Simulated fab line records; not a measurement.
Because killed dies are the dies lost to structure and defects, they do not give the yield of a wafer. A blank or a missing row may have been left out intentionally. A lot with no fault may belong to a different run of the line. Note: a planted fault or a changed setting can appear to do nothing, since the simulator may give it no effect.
fab line records ; flow berkeley_cmos170
record: lots: 14; wafers: 42; last_day: 11
route steps=331 shown V1@261
lots that met no fault: taken from a fault-free run of the same line
start_h: start of the lot's first displayed wafer, in hours after the record's first day ; wait_h: hours elapsed since this lot's preceding step ; " the same as in the row above ; L1.1+2: a row that stands for several wafers ; - value missing, or start not given ; * or withheld: withheld ; < > ~ a bound
route shown NAME@n: a module of which the file shows steps, and the number in the route of the first ; usual: average and standard deviation across the fault-free wafers ; same: alike in all rows ; chamber/n: place in a boat ; sites: per-site readings ; _std_site: standard deviation across them ; _edge_site: inner sites' mean taken away from outer sites' mean ; radius_mm: for every site, how far away it sits from the centre of the wafer ; mask NAME#n: copy n ; behind: the most recent tool/chamber to have shaped the wafer ; hold: the reason the lot was held/the length of the hold in hours/how it ended ; device: names the non-switching transistor (n, p or np) ; end of line: at the end of the route, the tests of the same wafers ; a step without rows: its recipe alone ; killed: dies lost to structure and defects at the first sort, not the wafer's yield ; map: a wafer's dies, marking killed ones x, the rest . and places with no die _
set.NAME: the setting that was run; set.NAME@STEP: the one run at that earlier step ; model.NAME: the simulator's own value behind a step, which no gauge read
steps of the route over a sample of lots; a table a step, a row a wafer
services: a tool's chamber out of use, with start hour (start_h, from the record's first day; less than 0 if before it), hours out, and reason
== steps ==
step: UCB170_V1_COAT_07
recipe: resist: KrF; spin_rpm: 1500; resist_thk_nm: 900
usual: exhaust_pa: 45.1/0.97
lot.wafer;tool;chamber;start_h;wait_h;exhaust_pa
L748.2;litho_track-03;0;139.34;0.1;44.1
L748.4;litho_track-03;0;139.34;0.1;44.9
L748.6;litho_track-03;0;139.34;0.1;44.3
L750.3;litho_track-04;0;168.09;0.1;47.1
L750.4;litho_track-04;0;168.09;0.1;45.5
L750.5;litho_track-04;0;168.09;0.1;46.1
L753.1;litho_track-03;0;168.14;0.1;46.6
L753.2;litho_track-03;0;168.14;0.1;45.3
L753.4;litho_track-03;0;168.14;0.1;44.3
L752.2;litho_track-04;0;168.52;0.1;45.6
L752.4;litho_track-04;0;168.52;0.1;45.1
L752.5;litho_track-04;0;168.52;0.1;44.5
L755.2;litho_track-04;0;172.82;0.1;46.2
L755.4;litho_track-04;0;172.82;0.1;46.1
L755.5;litho_track-04;0;172.82;0.1;44.1
L756.2;litho_track-03;0;172.95;0.1;44.2
L756.3;litho_track-03;0;172.95;0.1;45.1
L756.6;litho_track-03;0;172.95;0.1;44.2
L757.1;litho_track-03;0;187.43;0.1;42.7
L757.3;litho_track-03;0;187.43;0.1;44.5
L757.4;litho_track-03;0;187.43;0.1;44.5
L758.1;litho_track-04;0;190.54;0.1;43.9
L758.2;litho_track-04;0;190.54;0.1;45.3
L758.6;litho_track-04;0;190.54;0.1;44.6
L759.2;litho_track-02;0;197.80;0.1;44.8
L759.4;litho_track-02;0;197.80;0.1;45.1
L759.6;litho_track-02;0;197.80;0.1;45.4
L763.2;litho_track-03;0;217.74;0.1;45.4
L763.3;litho_track-03;0;217.74;0.1;44.8
L763.6;litho_track-03;0;217.74;0.1;44.1
L767.1;litho_track-03;0;251.20;0.1;45.9
L767.4;litho_track-03;0;251.20;0.1;45.6
L767.5;litho_track-03;0;251.20;0.1;46.2
L769.2;litho_track-02;0;251.33;0.1;44.5
L769.4;litho_track-02;0;251.33;0.1;44.1
L769.6;litho_track-02;0;251.33;0.1;45.5
L768.2;litho_track-03;0;251.67;0.1;46.7
L768.4;litho_track-03;0;251.67;0.1;45.0
L768.5;litho_track-03;0;251.67;0.1;45.5
L770.3;litho_track-04;0;258.39;0.1;44.5
L770.4;litho_track-04;0;258.39;0.1;45.6
L770.6;litho_track-04;0;258.39;0.1;45.7
step: UCB170_V1_STRIP_15
recipe: chemistry: O2; power_w: 400; pressure_mtorr: 3500; platen_temp_c: withheld; o2_flow_sccm: 400; overash_fraction: 0.5
usual: drypump_motor_current_A: 5.5/0.46; o2_flow_sccm: 399.9/1.1; oes_product_au: 0.722/0.0047; strip_time_to_endpoint_s: 15.30/0.087
lot.wafer;tool;chamber;start_h;wait_h;drypump_motor_current_A;o2_flow_sccm;oes_product_au;rf_hours_counter_h;strip_time_to_endpoint_s
L748.2;plasma_asher-04;1;140.39;0.1;5.7;398.8;0.730;3;15.23
L748.4;plasma_asher-04;0;140.39;0.1;5.3;400.5;0.717;-;15.20
L748.6;plasma_asher-04;0;140.39;0.1;5.3;400.0;0.728;-;15.20
L750.3;plasma_asher-04;0;169.43;0.1;5.3;399.3;0.719;-;15.24
L750.4;plasma_asher-04;1;169.43;0.1;5.7;400.0;0.724;-;15.39
L750.5;plasma_asher-04;0;169.43;0.1;5.3;399.0;0.727;-;15.29
L753.1;plasma_asher-01;0;169.44;0.1;5.5;400.0;0.723;43;15.35
L753.2;plasma_asher-01;1;169.44;0.1;4.8;400.0;0.725;43;15.21
L753.4;plasma_asher-01;0;169.44;0.1;5.5;399.6;0.719;-;15.20
L752.2;plasma_asher-03;1;169.56;0.1;5.2;401.7;0.720;39;15.24
L752.4;plasma_asher-03;0;169.56;0.1;6.3;399.8;0.713;-;15.29
L752.5;plasma_asher-03;0;169.56;0.1;6.3;399.7;0.722;-;15.33
L755.2;plasma_asher-01;0;174.40;0.1;5.5;398.6;0.720;43;15.14
L755.4;plasma_asher-01;1;174.40;0.1;4.8;399.5;0.720;-;15.07
L755.5;plasma_asher-01;1;174.40;0.1;4.9;400.5;0.721;-;15.15
L756.2;plasma_asher-04;0;174.61;0.1;5.3;399.8;0.711;8;15.39
L756.3;plasma_asher-04;1;174.61;0.1;5.7;401.0;0.722;-;15.29
L756.6;plasma_asher-04;0;174.61;0.1;5.3;400.1;0.723;-;15.26
L757.1;plasma_asher-04;1;188.59;0.1;5.7;400.0;0.717;9;15.38
L757.3;plasma_asher-04;1;188.59;0.1;5.7;399.2;0.717;-;15.43
L757.4;plasma_asher-04;0;188.59;0.1;5.3;401.5;0.727;-;15.27
L758.1;plasma_asher-03;0;191.62;0.1;6.3;397.9;0.724;42;15.32
L758.2;plasma_asher-03;1;191.62;0.1;5.2;399.0;0.729;42;15.41
L758.6;plasma_asher-03;1;191.62;0.1;5.2;400.0;0.726;-;15.47
L759.2;plasma_asher-01;0;198.96;0.1;5.5;402.5;0.720;46;15.32
L759.4;plasma_asher-01;0;198.96;0.1;5.5;402.0;0.722;-;15.44
L759.6;plasma_asher-01;0;198.96;0.1;5.5;402.0;0.722;-;15.29
L763.2;plasma_asher-04;1;219.65;0.1;5.7;398.3;0.721;12;15.19
L763.3;plasma_asher-04;0;219.65;0.1;5.3;399.6;0.714;-;15.21
L763.6;plasma_asher-04;1;219.65;0.1;5.7;400.0;0.719;-;15.13
L767.1;plasma_asher-03;0;252.48;0.1;6.3;400.2;0.713;48;16.57
L767.4;plasma_asher-03;1;252.48;0.1;5.2;401.3;0.723;-;16.61
L767.5;plasma_asher-03;1;252.48;0.1;5.2;401.2;0.721;-;16.51
L769.2;plasma_asher-01;1;252.56;0.1;4.8;399.6;0.727;51;15.21
L769.4;plasma_asher-01;1;252.56;0.1;4.8;398.9;0.722;-;15.21
L769.6;plasma_asher-01;1;252.56;0.1;4.8;397.9;0.727;-;15.28
L768.2;plasma_asher-03;1;252.83;0.1;5.2;399.2;0.730;48;16.52
L768.4;plasma_asher-03;1;252.83;0.1;5.2;398.0;0.725;-;16.51
L768.5;plasma_asher-03;0;252.83;0.1;6.3;398.9;0.719;-;16.59
L770.3;plasma_asher-03;1;259.41;0.1;5.2;399.2;0.723;-;15.20
L770.4;plasma_asher-03;0;259.41;0.1;6.3;399.4;0.720;-;15.22
L770.6;plasma_asher-03;0;259.41;0.1;6.3;398.0;0.725;-;15.20
== services ==
tool;chamber;start_h;hours;kind
plasma_asher-04;0;119.62;-;clean
plasma_asher-04;1;119.62;-;clean
plasma_asher-01;-;146.76;3.8;repair
plasma_asher-03;-;149.72;6.0;repair
plasma_asher-01;-;164.80;3.3;repair
== key ==
first_sign: step: UCB170_V1_STRIP_15; reading: strip_time_to_endpoint_s; direction: up; sigmas: 14; usual: *; struck: *
effect none on later readings
met_at UCB170_V1_COAT_07
struck_lots L767,L768
onset_between 217.74 251.20
fault: kind: process_parameter_drift; tool: litho_track-03; chamber: -; onset_h: 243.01; steps: UCB170_V1_COAT_07; channel: resist_thk_nm; offset: *; shape: step; end_h: 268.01; acts_in: *; stated: *
